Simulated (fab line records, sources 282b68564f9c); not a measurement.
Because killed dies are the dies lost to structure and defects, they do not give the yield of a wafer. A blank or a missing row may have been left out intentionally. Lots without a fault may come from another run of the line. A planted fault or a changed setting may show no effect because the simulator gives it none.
Problem report in the 8D (eight disciplines) form, filled by code :: flow rit cmos :: the parts of the form that need people (team, actions taken, sign-off) are left out

1. PROBLEM STATEMENT
Across 6 wafers from 2 lots, NSD_OVL at RIT_NSD_OVL_MEAS_06 averages 419.3 nm, while fault-free wafers read -0.3 nm with a standard deviation of 1.5. That is +99 or more standard deviations from the usual mean.
Earliest sighting: wafer L453.3 on overlay-02 at day 7 03:04. At this step, 42 wafers from 14 lots have a number in the record. Rule for "out", or "out of limits": more than 4 standard deviations from the usual mean. Any other wafer with a number is counted as sound.

2. WHAT THIS IS AND IS NOT
question: which readings at this step
is: NSD_OVL
is not: -

question: which lots
is: L453, L455
is not: L433, L434, L435, L436, L437, L438, L439, L440, L441, L442, L443, L444

question: which wafers of those lots
is: all that have a number
is not: -

question: read on which gauges
is: overlay-02
is not: overlay-01

question: when
is: from day 7 03:04
is not: up to then (36 sound wafers)

3. THE SUSPECTS, EACH WITH WHAT RULES IT OUT
Counting: any tool at a process step up to the reading is kept as a suspect provided that every lot that is out went through it and no sound lot did after the first of them.
- the gauge at RIT_NSD_OVL_MEAS_06: kept. All the wafers that are out were read on overlay-02, and no step on other tools shows them out.
- iline stepper-01 at RIT_NSD_EXPOSE_03 (exposes mask M9, target cd 40700 nm): kept. It processed each lot that is out, first L453 at day 7 02:35, and no sound lot thereafter; up to then, the last sound lot it processed was L444 at day 5 10:43.
Remaining after the count are iline stepper-01 at RIT_NSD_EXPOSE_03 and overlay-02 at RIT_NSD_OVL_MEAS_06.

4. THE CAUSE (what the simulator had put in)
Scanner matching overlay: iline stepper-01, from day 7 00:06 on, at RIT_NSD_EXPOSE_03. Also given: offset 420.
Counting left 2 suspects, and this tool is among them.

5. THE CHAIN OF EFFECTS, in route order
Rows list readings where the struck wafers' mean (over those with a number) sits beyond 3 standard deviations from the usual. Readings are gone through only where the record gives a usual standard deviation; hours: the median, over the lots, of the time from a lot's start at the first step in this table giving one to that lot's start at this step; sigmas: the change measured in usual standard deviations.
hours: 0
step: RIT_NSD_OVL_MEAS_06
reading: NSD_OVL
usual: -0.3 nm
on struck wafers: 419.3
change: +419.6
sigmas: +99 or more

6. WHAT WOULD HAVE CAUGHT IT SOONER
The first out-of-limits reading at a measuring or inspecting step in this record came at day 7 03:04, 3 hours after the fault's start at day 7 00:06.
Among the 2 lots that are out, L455 began RIT_NSD_EXPOSE_03 on iline stepper-01 after day 7 03:04. It would have been spared by a hold on the tool at that moment.
